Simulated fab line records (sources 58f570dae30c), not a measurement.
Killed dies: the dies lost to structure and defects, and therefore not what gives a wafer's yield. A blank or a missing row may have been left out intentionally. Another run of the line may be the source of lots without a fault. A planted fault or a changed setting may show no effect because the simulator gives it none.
Which tool was responsible? / flow berkeley_cmos170 / 14 lots with 42 wafers sampled at 5 steps, on a route of 331 steps

## WHAT THE GAUGES READ, wafer by wafer
UCB170_SDANNEAL_RS_MEAS_05: a four-point-probe measurement.
lot=L972; measured=day 6 13:39; on=film_metro-01; NLDD_RS (ohm/sq)=616.3 617.3 618.3
lot=L973; measured=day 7 05:15; on=film_metro-02; NLDD_RS (ohm/sq)=615.7 618.8 617.6
lot=L974; measured=day 7 06:44; on=film_metro-01; NLDD_RS (ohm/sq)=617.1 616.8 616.1
lot=L976; measured=day 7 12:58; on=film_metro-03; NLDD_RS (ohm/sq)=616.3 615.7 615.2
lot=L979; measured=day 7 18:28; on=film_metro-01; NLDD_RS (ohm/sq)=615.7 616.0 614.3
lot=L983; measured=day 8 19:37; on=film_metro-01; NLDD_RS (ohm/sq)=614.3 613.7 616.3
lot=L984; measured=day 9 10:00; on=film_metro-03; NLDD_RS (ohm/sq)=614.7 614.9 616.9
lot=L986; measured=day 9 10:01; on=film_metro-02; NLDD_RS (ohm/sq)=615.7 614.0 614.6
lot=L985; measured=day 9 10:29; on=film_metro-02; NLDD_RS (ohm/sq)=618.7 618.4 618.4
lot=L988; measured=day 9 19:36; on=film_metro-01; NLDD_RS (ohm/sq)=618.1 617.3 617.7
lot=L990; measured=day 10 12:33; on=film_metro-03; NLDD_RS (ohm/sq)=616.8 613.4 614.9
lot=L992; measured=day 10 13:13; on=film_metro-02; NLDD_RS (ohm/sq)=618.8 619.7 619.1
lot=L993; measured=day 10 20:53; on=film_metro-01; NLDD_RS (ohm/sq)=617.3 619.3 616.0
lot=L994; measured=day 10 21:14; on=film_metro-03; NLDD_RS (ohm/sq)=614.3 615.4 616.8

UCB170_V2_CD_MEAS_12: the cd target is 700 nm.
lot=L972; measured=day 7 15:43; on=cd_sem-02; cd_nm (nm)=699.5 699.3 699.3
lot=L973; measured=day 8 21:58; on=cd_sem-01; cd_nm (nm)=726.7 725.8 726.9
lot=L974; measured=day 8 04:49; on=cd_sem-02; cd_nm (nm)=699.2 700.6 699.7
lot=L976; measured=day 8 09:31; on=cd_sem-02; cd_nm (nm)=698.6 701.4 699.0
lot=L979; measured=day 8 14:17; on=cd_sem-02; cd_nm (nm)=698.3 698.6 698.6
lot=L983; measured=day 9 16:10; on=cd_sem-02; cd_nm (nm)=701.7 700.4 701.6
lot=L984; measured=day 10 06:58; on=cd_sem-02; cd_nm (nm)=727.0 726.2 727.9
lot=L986; measured=day 10 07:54; on=cd_sem-02; cd_nm (nm)=702.2 701.5 704.1
lot=L985; measured=day 10 08:54; on=cd_sem-02; cd_nm (nm)=698.2 698.9 697.9
lot=L988; measured=day 10 16:00; on=cd_sem-02; cd_nm (nm)=697.6 696.4 699.7
lot=L990; measured=day 11 10:55; on=cd_sem-02; cd_nm (nm)=700.4 702.1 700.3
lot=L992; measured=day 11 08:53; on=cd_sem-02; cd_nm (nm)=698.4 699.1 698.0
lot=L993; measured=day 11 15:52; on=cd_sem-01; cd_nm (nm)=698.9 699.7 699.7
lot=L994; measured=day 11 16:22; on=cd_sem-01; cd_nm (nm)=700.4 701.4 701.2

## WHICH TOOL RAN EACH LOT (tool, then ch and the chambers of the sampled wafers, then the start)
lot=L972; UCB170_CONTACT_STRIP_19=plasma_asher-01 ch 0,1, day 6 23:23; UCB170_V1_CVD_00=pecvd-02 ch 0,1,2, day 7 05:00; UCB170_V2_SOFTBAKE_08=litho_track-02 ch 0, day 7 14:44
lot=L973; UCB170_CONTACT_STRIP_19=plasma_asher-03 ch 0,1, day 8 07:08; UCB170_V1_CVD_00=pecvd-02 ch 0,1,2, day 8 14:20; UCB170_V2_SOFTBAKE_08=litho_track-02 ch 0, day 8 21:22
lot=L974; UCB170_CONTACT_STRIP_19=plasma_asher-03 ch 0,1, day 7 13:26; UCB170_V1_CVD_00=pecvd-01 ch 1,2, day 7 20:32; UCB170_V2_SOFTBAKE_08=litho_track-04 ch 0, day 8 04:07
lot=L976; UCB170_CONTACT_STRIP_19=plasma_asher-04 ch 0,1, day 7 17:40; UCB170_V1_CVD_00=pecvd-02 ch 0,2, day 8 01:19; UCB170_V2_SOFTBAKE_08=litho_track-03 ch 0, day 8 08:58
lot=L979; UCB170_CONTACT_STRIP_19=plasma_asher-03 ch 0,1, day 8 00:25; UCB170_V1_CVD_00=pecvd-02 ch 0,2, day 8 05:31; UCB170_V2_SOFTBAKE_08=litho_track-02 ch 0, day 8 13:38
lot=L983; UCB170_CONTACT_STRIP_19=plasma_asher-04 ch 0,1, day 9 02:39; UCB170_V1_CVD_00=pecvd-02 ch 0,1,2, day 9 08:23; UCB170_V2_SOFTBAKE_08=litho_track-03 ch 0, day 9 15:17
lot=L984; UCB170_CONTACT_STRIP_19=plasma_asher-04 ch 0, day 9 17:02; UCB170_V1_CVD_00=pecvd-03 ch 0,2, day 9 23:59; UCB170_V2_SOFTBAKE_08=litho_track-02 ch 0, day 10 06:25
lot=L986; UCB170_CONTACT_STRIP_19=plasma_asher-03 ch 0,1, day 9 17:01; UCB170_V1_CVD_00=pecvd-02 ch 0,1, day 9 23:59; UCB170_V2_SOFTBAKE_08=litho_track-03 ch 0, day 10 06:49
lot=L985; UCB170_CONTACT_STRIP_19=plasma_asher-01 ch 0,1, day 9 17:14; UCB170_V1_CVD_00=pecvd-01 ch 0,1, day 9 23:59; UCB170_V2_SOFTBAKE_08=litho_track-04 ch 0, day 10 08:08
lot=L988; UCB170_CONTACT_STRIP_19=plasma_asher-01 ch 0,1, day 10 00:37; UCB170_V1_CVD_00=pecvd-01 ch 1,2, day 10 07:59; UCB170_V2_SOFTBAKE_08=litho_track-03 ch 0, day 10 15:11
lot=L990; UCB170_CONTACT_STRIP_19=plasma_asher-01 ch 0,1, day 10 19:13; UCB170_V1_CVD_00=pecvd-03 ch 0,1,2, day 11 01:43; UCB170_V2_SOFTBAKE_08=litho_track-03 ch 0, day 11 09:58
lot=L992; UCB170_CONTACT_STRIP_19=plasma_asher-04 ch 0,1, day 10 18:11; UCB170_V1_CVD_00=pecvd-01 ch 0,2, day 11 01:33; UCB170_V2_SOFTBAKE_08=litho_track-03 ch 0, day 11 08:02
lot=L993; UCB170_CONTACT_STRIP_19=plasma_asher-04 ch 0,1, day 11 01:35; UCB170_V1_CVD_00=pecvd-02 ch 1,2, day 11 07:55; UCB170_V2_SOFTBAKE_08=litho_track-03 ch 0, day 11 15:10
lot=L994; UCB170_CONTACT_STRIP_19=plasma_asher-01 ch 0, day 11 01:50; UCB170_V1_CVD_00=pecvd-01 ch 1,2, day 11 07:55; UCB170_V2_SOFTBAKE_08=litho_track-04 ch 0, day 11 15:50
- UCB170_CONTACT_STRIP_19: strips in O2.
- UCB170_V1_CVD_00: deposits SiO2 from TEOS/O2, target thk 2000 nm, time 250 s.
- UCB170_V2_SOFTBAKE_08: time 60 s.

## AS READ BY THE TOOLS THEMSELVES (means over the sampled wafers that have a number; for cases with no such wafer, the mark the record gives instead)
UCB170_CONTACT_STRIP_19.
lot=L972; tool=plasma_asher-01; drypump_motor_current_A (A)=5.4; oes_product_au (a.u.)=0.729
lot=L973; tool=plasma_asher-03; drypump_motor_current_A (A)=5.7; oes_product_au (a.u.)=0.725
lot=L974; tool=plasma_asher-03; drypump_motor_current_A (A)=5.7; oes_product_au (a.u.)=0.723
lot=L976; tool=plasma_asher-04; drypump_motor_current_A (A)=6.0; oes_product_au (a.u.)=0.727
lot=L979; tool=plasma_asher-03; drypump_motor_current_A (A)=5.7; oes_product_au (a.u.)=0.721
lot=L983; tool=plasma_asher-04; drypump_motor_current_A (A)=6.0; oes_product_au (a.u.)=0.723
lot=L984; tool=plasma_asher-04; drypump_motor_current_A (A)=5.9; oes_product_au (a.u.)=0.725
lot=L986; tool=plasma_asher-03; drypump_motor_current_A (A)=5.7; oes_product_au (a.u.)=0.721
lot=L985; tool=plasma_asher-01; drypump_motor_current_A (A)=5.4; oes_product_au (a.u.)=0.729
lot=L988; tool=plasma_asher-01; drypump_motor_current_A (A)=5.2; oes_product_au (a.u.)=0.726
lot=L990; tool=plasma_asher-01; drypump_motor_current_A (A)=5.2; oes_product_au (a.u.)=0.727
lot=L992; tool=plasma_asher-04; drypump_motor_current_A (A)=5.9; oes_product_au (a.u.)=0.724
lot=L993; tool=plasma_asher-04; drypump_motor_current_A (A)=6.0; oes_product_au (a.u.)=0.726
lot=L994; tool=plasma_asher-01; drypump_motor_current_A (A)=5.0; oes_product_au (a.u.)=0.724

UCB170_V1_CVD_00.
lot=L972; tool=pecvd-02; heater_power_w (W)=258; rf_fwd_power_W (W)=549.4
lot=L973; tool=pecvd-02; heater_power_w (W)=279; rf_fwd_power_W (W)=550.2
lot=L974; tool=pecvd-01; heater_power_w (W)=303; rf_fwd_power_W (W)=546.6
lot=L976; tool=pecvd-02; heater_power_w (W)=229; rf_fwd_power_W (W)=548.3
lot=L979; tool=pecvd-02; heater_power_w (W)=243; rf_fwd_power_W (W)=549.6
lot=L983; tool=pecvd-02; heater_power_w (W)=223; rf_fwd_power_W (W)=548.6
lot=L984; tool=pecvd-03; heater_power_w (W)=284; rf_fwd_power_W (W)=548.6
lot=L986; tool=pecvd-02; heater_power_w (W)=265; rf_fwd_power_W (W)=549.1
lot=L985; tool=pecvd-01; heater_power_w (W)=208; rf_fwd_power_W (W)=548.4
lot=L988; tool=pecvd-01; heater_power_w (W)=294; rf_fwd_power_W (W)=549.2
lot=L990; tool=pecvd-03; heater_power_w (W)=238; rf_fwd_power_W (W)=547.9
lot=L992; tool=pecvd-01; heater_power_w (W)=269; rf_fwd_power_W (W)=546.9
lot=L993; tool=pecvd-02; heater_power_w (W)=231; rf_fwd_power_W (W)=547.7
lot=L994; tool=pecvd-01; heater_power_w (W)=271; rf_fwd_power_W (W)=548.0

UCB170_V2_SOFTBAKE_08.
lot=L972; tool=litho_track-02; heater_power_total_W (W)=56.76; plate_temp_C (C)=129.96
lot=L973; tool=litho_track-02; heater_power_total_W (W)=61.94; plate_temp_C (C)=138.78
lot=L974; tool=litho_track-04; heater_power_total_W (W)=56.78; plate_temp_C (C)=129.85
lot=L976; tool=litho_track-03; heater_power_total_W (W)=56.79; plate_temp_C (C)=130.14
lot=L979; tool=litho_track-02; heater_power_total_W (W)=56.81; plate_temp_C (C)=130.19
lot=L983; tool=litho_track-03; heater_power_total_W (W)=56.80; plate_temp_C (C)=129.79
lot=L984; tool=litho_track-02; heater_power_total_W (W)=61.91; plate_temp_C (C)=138.83
lot=L986; tool=litho_track-03; heater_power_total_W (W)=56.87; plate_temp_C (C)=129.95
lot=L985; tool=litho_track-04; heater_power_total_W (W)=56.76; plate_temp_C (C)=129.87
lot=L988; tool=litho_track-03; heater_power_total_W (W)=56.77; plate_temp_C (C)=129.88
lot=L990; tool=litho_track-03; heater_power_total_W (W)=56.81; plate_temp_C (C)=129.96
lot=L992; tool=litho_track-03; heater_power_total_W (W)=56.80; plate_temp_C (C)=130.05
lot=L993; tool=litho_track-03; heater_power_total_W (W)=56.86; plate_temp_C (C)=129.99
lot=L994; tool=litho_track-04; heater_power_total_W (W)=56.81; plate_temp_C (C)=130.03

## THE ANSWER, worked out from the rows above alone
Rule: what is usual is taken from the lots themselves. The widest of any qualifying gaps counts: lots, ordered by their means at a reading, are off when they make up no more than a third of the lots, leave a main group of 4 or more, and stand apart from it by 3 or more times the standard deviation of that group's means. If all means in a main group match to the digits the tables above print for the reading, that group is not used. Also off: a lot with no number at a reading for which 4 or more lots have one. All remaining lots with rows at the step are treated as sound. The gauges are gone through in route order, then the tools' own readings, and for those a lot's mean is taken as printed above. At the first step where some lot is off, the reading lying furthest off is the one used; lots without a number count as furthest.
Off at UCB170_V2_CD_MEAS_12 (cd_nm): L973, L984. The main group has a mean of 699.8 nm with a standard deviation of 1.4.
A tool fits if, at a process step before that reading, it ran every lot that is off, and no sound lot after the first of them. The gauges at UCB170_V2_CD_MEAS_12 aren't tried: what is off there is off at UCB170_V2_SOFTBAKE_08 too, on other tools, and a gauge's error can't cause that. One fits: UCB170_V2_SOFTBAKE_08 on litho_track-02. A fault onset in the window from L979 (day 8 13:38, its last sound lot) to L973 (day 8 21:22, its first lot off) fits.
The tool's own readings at UCB170_V2_SOFTBAKE_08 bear it out: on the lots that are off they differ by more than 5 times the standard deviation of the sound lots' means. heater_power_total_W reads 61.92 W there against 56.80 W on the sound lots; plate_temp_C reads 138.81 C there against 129.97 C on the sound lots.

## WHAT THE SIMULATOR PUT IN
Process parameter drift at UCB170_V2_SOFTBAKE_08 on litho_track-02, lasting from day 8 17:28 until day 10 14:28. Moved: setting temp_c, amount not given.
Shown lots that were struck: L973, L984. The same result came from the rule above.
